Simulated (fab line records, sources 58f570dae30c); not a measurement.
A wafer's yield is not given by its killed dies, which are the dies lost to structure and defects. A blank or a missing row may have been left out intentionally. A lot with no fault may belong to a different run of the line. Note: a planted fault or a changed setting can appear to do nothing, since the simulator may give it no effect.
Chamber matching + flow berkeley_cmos170 + rie_si-02 running UCB170_GATE_ETCH_15: 4 sister chambers
The step etches poly-Si in HBr/Cl2, stops on SiO2, time 56.3 s, target depth 278.2 nm. 16 wafers are shown with their chamber, then 8 later ones without.

== EACH WAFER AND ITS CHAMBER ==
| wafer  | chamber | throttle_valve_pct (%) | oes_product_au (a.u.) |
|--------|---------|------------------------|-----------------------|
| L599.2 | 3       | 26.28                  | 0.835                 |
| L599.3 | 2       | 26.34                  | 0.844                 |
| L599.5 | 2       | 26.34                  | 0.854                 |
| L604.1 | 1       | 25.93                  | 0.824                 |
| L604.2 | 0       | 26.15                  | 0.826                 |
| L604.6 | 2       | 26.33                  | 0.851                 |
| L607.1 | 1       | 25.94                  | 0.820                 |
| L607.3 | 2       | 26.35                  | 0.838                 |
| L607.6 | 1       | 25.94                  | 0.816                 |
| L608.1 | 0       | 26.05                  | 0.843                 |
| L608.2 | 1       | 25.93                  | 0.812                 |
| L608.3 | 3       | 26.29                  | 0.841                 |
| L612.1 | 3       | 26.27                  | 0.839                 |
| L612.2 | 2       | 26.34                  | 0.842                 |
| L612.3 | 1       | 25.95                  | 0.818                 |
| L610.1 | 2       | 26.33                  | 0.837                 |

SIGNATURES, as means of the wafers listed above
| reading            | chamber 0 | chamber 1 | chamber 2 | chamber 3 | scatter within a chamber |
|--------------------|-----------|-----------|-----------|-----------|--------------------------|
| throttle_valve_pct | 26.1000   | 25.9380   | 26.3383   | 26.2800   | 0.0219                   |
| oes_product_au     | 0.83450   | 0.81800   | 0.84433   | 0.83833   | 0.00633                  |
Rule: distance of a wafer from a chamber = root of the sum over the readings of ((wafer's reading minus chamber's mean) / reading's scatter) squared. The wafer belongs to the nearest chamber; if the next one is less than 2 further off, it can't be placed. The scatter: take each reading less its chamber's mean, square it, sum over the shown wafers, divide by the number of wafers less the number of chambers, and take the root.

== WAFERS WHOSE CHAMBER IS MISSING ==
| wafer  | throttle_valve_pct (%) | oes_product_au (a.u.) |
|--------|------------------------|-----------------------|
| L610.3 | 25.94                  | 0.816                 |
| L610.4 | 26.04                  | 0.839                 |
| L614.2 | 26.33                  | 0.823                 |
| L614.3 | 26.03                  | 0.821                 |
| L614.6 | 26.28                  | 0.821                 |
| L619.2 | 26.33                  | 0.846                 |
| L619.3 | 26.28                  | 0.832                 |
| L619.4 | 26.03                  | 0.837                 |

== EACH ONE'S CHAMBER ==
| wafer  | from the rows above     | in truth |
|--------|-------------------------|----------|
| L610.3 | 1                       | 1        |
| L610.4 | 0                       | 0        |
| L614.2 | can't be placed: 3 or 2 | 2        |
| L614.3 | can't be placed: 0 or 1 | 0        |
| L614.6 | can't be placed: 3 or 2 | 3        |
| L619.2 | 2                       | 2        |
| L619.3 | 3                       | 3        |
| L619.4 | can't be placed: 0 or 1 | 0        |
Placed correctly: 4 of 8. Can't be placed from these rows: 4 (the true chamber is among the candidates in 4). Wrongly placed: 0.
